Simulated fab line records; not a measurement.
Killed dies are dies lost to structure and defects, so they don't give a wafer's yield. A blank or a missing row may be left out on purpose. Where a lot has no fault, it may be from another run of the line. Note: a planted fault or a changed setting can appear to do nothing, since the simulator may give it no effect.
One fault seen from 2 desks || flow berkeley-cmos170 || each desk has only its own numbers; what lay behind them comes last

== THE METROLOGY DESK ==
What the gauges read for every lot (on any tool): the sampled wafers with a number, averaged. Marked OUT: a lot whose mean sits more than 4 standard deviations from the usual mean, which makes it out of limits; the brackets give that distance.
Columns: A = cd-nm at UCB170_M1_CD_MEAS_90, usual 699.5 nm
{"lot": "L969", "first seen here": "day 6 16:17", "A": 702.7}
{"lot": "L970", "first seen here": "day 6 19:02", "A": 699.7}
{"lot": "L973", "first seen here": "day 7 15:08", "A": 698.9}
{"lot": "L971", "first seen here": "day 7 15:25", "A": 702.4}
{"lot": "L976", "first seen here": "day 7 20:16", "A": 691.3}
{"lot": "L974", "first seen here": "day 7 20:50", "A": 697.2}
{"lot": "L977", "first seen here": "day 7 22:26", "A": 701.2}
{"lot": "L975", "first seen here": "day 7 22:50", "A": "687.9 (-4.8) OUT"}
{"lot": "L978", "first seen here": "day 8 20:26", "A": 693.2}
{"lot": "L979", "first seen here": "day 8 21:39", "A": 700.9}
{"lot": "L984", "first seen here": "day 9 22:51", "A": 695.8}
{"lot": "L986", "first seen here": "day 10 00:40", "A": 699.6}
{"lot": "L990", "first seen here": "day 11 03:00", "A": 702.3}
{"lot": "L991", "first seen here": "day 11 18:37", "A": 697.4}
{"lot": "L992", "first seen here": "day 11 19:00", "A": 702.8}
Finding of this desk: L975 out of limits; the first was L975 at day 7 22:50, on cd-nm at UCB170_M1_CD_MEAS_90. In limits: L969, L970, L973, L971, L976, L974, L977, L978, L979, L984, L986, L990, L991, L992.

== AT THE TOOL OWNER'S DESK: rie-metal-04 ==
The tool's own readings at UCB170_M1_METAL_ETCH_12 (etches Al in Cl2/BCl3, stops on PSG, target depth 780 nm, time 130 s): means of the sampled wafers that have a number, for each lot that ran on this tool. Marked OUT: a lot whose mean sits more than 4 standard deviations from the usual mean, which makes it out of limits; the brackets give that distance.
Columns: A = drypump-motor-current-A at UCB170_M1_METAL_ETCH_12, usual 5.70 A; B = oes-product-au at UCB170_M1_METAL_ETCH_12, usual 0.859 a.u.; C = throttle-valve-pct at UCB170_M1_METAL_ETCH_12, usual 24.2 %
{"lot": "L970", "first seen here": "day 6 18:49", "A": 5.95, "B": 0.865, "C": 23.9}
{"lot": "L976", "first seen here": "day 7 20:02", "A": 5.97, "B": "0.761 (-11) OUT", "C": 23.9}
{"lot": "L975", "first seen here": "day 7 22:29", "A": 5.95, "B": "0.762 (-11) OUT", "C": 23.9}
{"lot": "L978", "first seen here": "day 8 20:11", "A": 5.77, "B": "0.773 (-9.7) OUT", "C": 24.1}
{"lot": "L991", "first seen here": "day 11 18:23", "A": 5.76, "B": 0.865, "C": 24.0}
Finding of this desk: L975, L976, L978 out of limits; the first was L976 at day 7 20:02, on oes-product-au at UCB170_M1_METAL_ETCH_12. In limits: L970, L991.

== PUT TOGETHER ==
On L975, L976, L978, at day 7 20:02, an alarm was possible from the tool owner's desk.
The metrology desk could have raised an alarm at day 7 22:50, on L975.
The metrology desk holds a record of L976, L978, inside its limits.
The lots listed all ran UCB170_M1_METAL_ETCH_12 on rie-metal-04.

== WHAT THE SIMULATOR HAD PUT IN ==
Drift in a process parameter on rie-metal-04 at UCB170_M1_METAL_ETCH_12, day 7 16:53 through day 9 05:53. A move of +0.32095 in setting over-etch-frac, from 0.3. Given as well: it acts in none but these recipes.
Lots struck among those shown: L975, L976, L978.
Time in hours from fault onset to the first out-of-limits reading at each desk: tool owner's desk 3, metrology desk 6.
